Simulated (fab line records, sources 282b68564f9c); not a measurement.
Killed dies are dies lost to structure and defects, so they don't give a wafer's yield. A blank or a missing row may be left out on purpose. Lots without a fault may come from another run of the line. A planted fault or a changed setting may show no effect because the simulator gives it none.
Tool commonality check | flow rit_cmos | 14 lots, 42 wafers sampled

WHY IT WAS OPENED
At RIT_NRETRO_TW_MEAS_10 the reading NRETRO_TW is flagged on 2 of 14 lots. Wafers without a fault read 1040, standard deviation 10.
Rule: a lot is flagged when every wafer of it that has a number lies more than 4 standard deviations from that mean, or none has a number. The other lots count as sound.

lot  | measured    | on            | NRETRO_TW, wafer by wafer | flag
L985 | day 2 07:37 | film_metro-01 | 1032 1034 1029            |
L986 | day 2 13:47 | film_metro-01 | 1039 1034 1039            |
L987 | day 2 19:14 | film_metro-01 | 1043 1033 1034            |
L988 | day 2 21:25 | film_metro-03 | 1059 1055 1044            |
L990 | day 3 09:37 | film_metro-03 | 1052 1046 1049            |
L991 | day 3 14:37 | film_metro-01 | 1028 1022 1027            |
L992 | day 3 17:59 | film_metro-03 | 1048 1050 1049            |
L993 | day 3 23:31 | film_metro-02 | 1040 1038 1036            |
L997 | day 4 22:48 | film_metro-01 | 1032 1032 1036            |
L100 | day 5 10:59 | film_metro-02 | 1277 1278 1276            | FLAGGED
L102 | day 5 21:30 | film_metro-03 | 1052 1047 1052            |
L105 | day 6 10:30 | film_metro-01 | 1260 1243 1256            | FLAGGED
L106 | day 6 17:21 | film_metro-01 | 1021 1025 1022            |
L108 | day 7 03:23 | film_metro-01 | 1031 1033 1031            |
The numbers of the flagged lots are 1265 on average: +225 against the usual, or +22 standard deviations.

WHICH TOOL RAN EACH LOT
The record holds 1 process step before the reading, out of a route of 202 steps. In each cell: the tool, then ch and the chambers that the sampled wafers went through, then the start.
lot  | flag    | RIT_NRETRO_IMPLANT_08
L985 |         | implanter-03 ch 0, day 2 07:19
L986 |         | implanter-04 ch 0, day 2 13:29
L987 |         | implanter-03 ch 0, day 2 18:55
L988 |         | implanter-01 ch 0, day 2 21:07
L990 |         | implanter-01 ch 0, day 3 09:17
L991 |         | implanter-04 ch 0, day 3 14:18
L992 |         | implanter-01 ch 0, day 3 17:41
L993 |         | implanter-04 ch 0, day 3 23:12
L997 |         | implanter-01 ch 0, day 4 22:29
L100 | FLAGGED | implanter-04 ch 0, day 5 10:42
L102 |         | implanter-03 ch 0, day 5 21:12
L105 | FLAGGED | implanter-04 ch 0, day 6 10:13
L106 |         | implanter-01 ch 0, day 6 17:02
L108 |         | implanter-01 ch 0, day 7 03:06
What these steps do:
- RIT_NRETRO_IMPLANT_08
- RIT_NRETRO_TW_MEAS_10

FLAGGED OVER TOTAL, TOOL BY TOOL (the gauges that took the reading come last)
step                  | tool          | lots run | flagged | share of the flagged lots | sound lots run after its first flagged lot
RIT_NRETRO_IMPLANT_08 | implanter-01  | 6        | 0       | none                      | -
RIT_NRETRO_IMPLANT_08 | implanter-03  | 3        | 0       | none                      | -
RIT_NRETRO_IMPLANT_08 | implanter-04  | 5        | 2       | all                       | 0
RIT_NRETRO_TW_MEAS_10 | film_metro-01 | 8        | 1       | some                      | 2 (L106,L108)
RIT_NRETRO_TW_MEAS_10 | film_metro-02 | 2        | 1       | some                      | 0
RIT_NRETRO_TW_MEAS_10 | film_metro-03 | 4        | 0       | none                      | -

WHAT THE TABLE ALLOWS
1 row of the table ran every flagged lot: implanter-04 at RIT_NRETRO_IMPLANT_08.
- implanter-04 at RIT_NRETRO_IMPLANT_08: 2 of its 5 lots flagged. Its last sound lot is L993 (day 3 23:12), its first flagged lot L100 (day 5 10:42): a fault that began between those two fits. Its own readings lie more than 4 standard deviations out on every wafer of the flagged lots: dose_ions_cm2, faraday_current_uA.
One tool is left: implanter-04 at RIT_NRETRO_IMPLANT_08.

WHAT THE SIMULATOR HAD PUT IN
Process parameter drift: implanter-04, from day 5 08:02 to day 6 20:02, at RIT_NRETRO_IMPLANT_08. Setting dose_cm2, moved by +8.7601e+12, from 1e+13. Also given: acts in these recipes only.
Lots struck among those shown: L100, L105. The rule above found the same.
